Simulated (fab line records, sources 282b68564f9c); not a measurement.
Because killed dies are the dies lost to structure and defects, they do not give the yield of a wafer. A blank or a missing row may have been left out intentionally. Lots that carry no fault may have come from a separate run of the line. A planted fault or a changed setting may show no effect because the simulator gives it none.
fab line records || flow rit_cmos
[record] {"lots": 13, "wafers": 39, "last_day": 7}
route steps=202 shown FOX1@22 M1@202
lots with no fault: from the same line, run without faults
start_h: the number of hours between the record's first day and the start of the first shown wafer of the lot || wait_h: hours elapsed since this lot's preceding step || " same as the row above || L1.1+2: a row that stands for several wafers || - either no value or no given start || * or withheld: withheld || < > ~ a bound
route shown NAME@n: NAME is a module with steps in the file, n the number in the route of the first one || usual: mean/standard deviation taken from wafers without a fault || same: alike in all rows || chamber/n: place in a boat || sites: per-site readings || _std_site: how widely they spread, as a standard deviation || _edge_site: outer sites' mean less inner sites' || radius_mm: for every site, how far away it sits from the centre of the wafer || mask NAME#n: copy n || behind: the tool/chamber that last shaped the wafer || hold: the reason the lot was held/the length of the hold in hours/how it ended || device: names the non-switching transistor (n, p or np) || end of line: at the end of the route, the tests of the same wafers || a step with no rows: only its recipe || killed: dies that structure and defects cost at the first sort, which is not the same as the wafer's yield || map: a wafer's dies, marking killed ones x, the rest . and places with no die _
set.NAME: the run value of the setting; set.NAME@STEP: its run value at that earlier step || model.NAME: the simulator's own value behind a step, which no gauge read
one table for each step of the route and one row for each wafer, over a sample of lots
services: from which hour (start_h, from the record's first day; less than 0 if before it) a tool's chamber was out of use, for how many hours, and why
[[steps]]
[step RIT_FOX1_WET_ETCH_02]
[recipe] {"chemistry": "BOE", "target_depth_nm": 350, "time_s": 390, "temp_c": 21.5, "dry": "n2_spin", "dilution": "10:1", "target": "SiO2"}
[same] {"time_s": 390}
{"lot.wafer": "L118.2+5+6", "tool": "wet_bench-01", "chamber": 0, "start_h": 25.59, "wait_h": 0.0}
{"lot.wafer": "L119.1+2+4", "tool": "wet_bench-03", "chamber": 1, "start_h": 30.51, "wait_h": 0.1}
{"lot.wafer": "L120.3+4+6", "tool": "wet_bench-01", "chamber": 1, "start_h": 33.15, "wait_h": 0.0}
{"lot.wafer": "L121.1+4+5", "tool": "wet_bench-04", "chamber": 1, "start_h": 39.02, "wait_h": 0.1}
{"lot.wafer": "L124.1+2+5", "tool": "wet_bench-01", "chamber": 1, "start_h": 53.21, "wait_h": 0.1}
{"lot.wafer": "L125.1+3+6", "tool": "wet_bench-03", "chamber": 3, "start_h": 59.06, "wait_h": 0.1}
{"lot.wafer": "L126.2+5+6", "tool": "wet_bench-03", "chamber": 1, "start_h": 64.73, "wait_h": 0.0}
{"lot.wafer": "L128.2+4+6", "tool": "wet_bench-01", "chamber": 2, "start_h": 73.45, "wait_h": 0.0}
{"lot.wafer": "L129.1+3+5", "tool": "wet_bench-04", "chamber": 2, "start_h": 78.37, "wait_h": 0.1}
{"lot.wafer": "L130.1+4+5", "tool": "wet_bench-04", "chamber": 1, "start_h": 83.31, "wait_h": 0.1}
{"lot.wafer": "L132.2+3+4", "tool": "wet_bench-04", "chamber": 0, "start_h": 94.75, "wait_h": 0.0}
{"lot.wafer": "L138.2+3+6", "tool": "wet_bench-01", "chamber": 1, "start_h": 122.62, "wait_h": 0.0}
{"lot.wafer": "L140.1+3+4", "tool": "wet_bench-01", "chamber": 2, "start_h": 133.77, "wait_h": 0.1}
[step RIT_M1_PROBE_99]
[usual] {"killed_at_M0_to_M3": "0.0/0.12", "killed_at_contacts": "0.1/0.27", "killed_at_front_end": "7/3.1", "killed_dies": "7/3.1", "killed_on_rim": "1.8/1.5", "killed_open": "3.3/2.1", "killed_short": "3.5/2"}
[same] {"gross_dies": 264, "killed_at_M4_up": 0, "killed_at_back_side": 0, "killed_at_other": 0}
{"lot.wafer": "L124.1", "tool": "prober-01", "chamber": "-", "start_h": 97.42, "wait_h": 0.1, "killed_at_M0_to_M3": 0, "killed_at_contacts": 0, "killed_at_front_end": 5, "killed_dies": 5, "killed_on_rim": 2, "killed_open": 3, "killed_short": 2}
{"lot.wafer": "L124.2", "tool": "prober-01", "chamber": "-", "start_h": 97.47, "wait_h": 0.1, "killed_at_M0_to_M3": 0, "killed_at_contacts": 0, "killed_at_front_end": 8, "killed_dies": 8, "killed_on_rim": 0, "killed_open": 4, "killed_short": 4}
{"lot.wafer": "L124.5", "tool": "prober-01", "chamber": "-", "start_h": 97.62, "wait_h": 0.2, "killed_at_M0_to_M3": 0, "killed_at_contacts": 0, "killed_at_front_end": 8, "killed_dies": 8, "killed_on_rim": 1, "killed_open": 6, "killed_short": 2}
{"lot.wafer": "L129.1", "tool": "prober-02", "chamber": "-", "start_h": 122.32, "wait_h": 0.1, "killed_at_M0_to_M3": 0, "killed_at_contacts": 1, "killed_at_front_end": 7, "killed_dies": 8, "killed_on_rim": 1, "killed_open": 3, "killed_short": 5}
{"lot.wafer": "L129.3", "tool": "prober-02", "chamber": "-", "start_h": 122.42, "wait_h": 0.2, "killed_at_M0_to_M3": 0, "killed_at_contacts": 0, "killed_at_front_end": 8, "killed_dies": 8, "killed_on_rim": 3, "killed_open": 6, "killed_short": 2}
{"lot.wafer": "L129.5", "tool": "prober-02", "chamber": "-", "start_h": 122.52, "wait_h": 0.2, "killed_at_M0_to_M3": 0, "killed_at_contacts": 0, "killed_at_front_end": 7, "killed_dies": 7, "killed_on_rim": 0, "killed_open": 4, "killed_short": 3}
{"lot.wafer": "L138.2", "tool": "prober-02", "chamber": "-", "start_h": 165.78, "wait_h": 0.1, "killed_at_M0_to_M3": 0, "killed_at_contacts": 0, "killed_at_front_end": 27, "killed_dies": 27, "killed_on_rim": 14, "killed_open": 3, "killed_short": 2}
{"lot.wafer": "L138.3", "tool": "prober-02", "chamber": "-", "start_h": 165.83, "wait_h": 0.2, "killed_at_M0_to_M3": 0, "killed_at_contacts": 0, "killed_at_front_end": 32, "killed_dies": 32, "killed_on_rim": 10, "killed_open": 8, "killed_short": 4}
{"lot.wafer": "L138.6", "tool": "prober-02", "chamber": "-", "start_h": 165.98, "wait_h": 0.2, "killed_at_M0_to_M3": 0, "killed_at_contacts": 0, "killed_at_front_end": 25, "killed_dies": 25, "killed_on_rim": 10, "killed_open": 0, "killed_short": 5}
// killed by level:class
L124.1 GATE:geometric_particle:open=1 GATE:geometric_particle:short=1 REOX:geometric_particle:short=1 SPACER:geometric_particle:open=1 SILICIDE:geometric_particle:open=1
L124.2 GATE:geometric_particle:open=2 REOX:geometric_particle:short=2 FOX1:geometric_particle:open=1 FOX1:geometric_particle:short=1 FOX2:geometric_particle:short=1 REOX:geometric_particle:open=1
L124.5 SILICIDE:geometric_particle:open=3 REOX:geometric_particle:open=2 REOX:geometric_particle:short=1 SPACER:geometric_particle:short=1 SPACER:geometric_particle:open=1
L129.1 ACTIVE:geometric_particle:open=1 FOX1:geometric_particle:short=1 FOX2:geometric_particle:open=1 GATE:geometric_particle:short=1 SPACER:geometric_particle:short=1 SILICIDE:geometric_particle:short=1 SILICIDE:geometric_particle:open=1 CONTACT:geometric_particle:short=1
L129.3 SPACER:geometric_particle:open=3 FOX1:geometric_particle:open=1 GATE:geometric_particle:open=1 SPACER:geometric_particle:short=1 SILICIDE:geometric_particle:open=1 SILICIDE:geometric_particle:short=1
L129.5 SILICIDE:geometric_particle:open=3 REOX:geometric_particle:short=2 FOX2:geometric_particle:short=1 FOX2:geometric_particle:open=1
L138.2 FOX1:unspecified=22 GATE:geometric_particle:short=2 SPACER:geometric_particle:open=2 GATE:geometric_particle:open=1
L138.3 FOX1:unspecified=20 GATE:geometric_particle:open=4 SPACER:geometric_particle:open=3 SPACER:geometric_particle:short=2 FOX1:geometric_particle:short=1 GATE:geometric_particle:short=1 SILICIDE:geometric_particle:open=1
L138.6 FOX1:unspecified=20 GATE:geometric_particle:short=4 FOX1:geometric_particle:short=1
[[services]]
{"tool": "wet_bench-03", "chamber": "-", "start_h": 102.21, "hours": 1.9, "kind": "pm"}
[[key]]
[first_sign] {"step": "RIT_M1_PROBE_99", "reading": "killed_at_front_end", "direction": "up", "sigmas": 6.8, "usual": 7, "struck": 28}
[effect] {"step": "RIT_M1_PROBE_99", "reading": "killed_dies", "direction": "up", "sigmas": 6.8, "usual": 7, "struck": 28}
met_at RIT_FOX1_WET_ETCH_02
struck_lots L138
struck_wafers L138.2,L138.3,L138.6
tester_left_out L138
onset_between 53.21 122.62
[fault] {"kind": "chamber_particle_source", "tool": "wet_bench-01", "chamber": 1, "onset_h": 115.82, "steps": "RIT_FOX1_WET_ETCH_02", "rate_per_visit_cm2": 1.4012, "end_h": 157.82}
// tester_left_out: of these lots the tester's yield and bins aren't shown, on N5 and GAA mostly nor the transistor test; their killed dies are dies lost to structure and defects alone, not to doping, threshold or leakage, so they don't give the yield
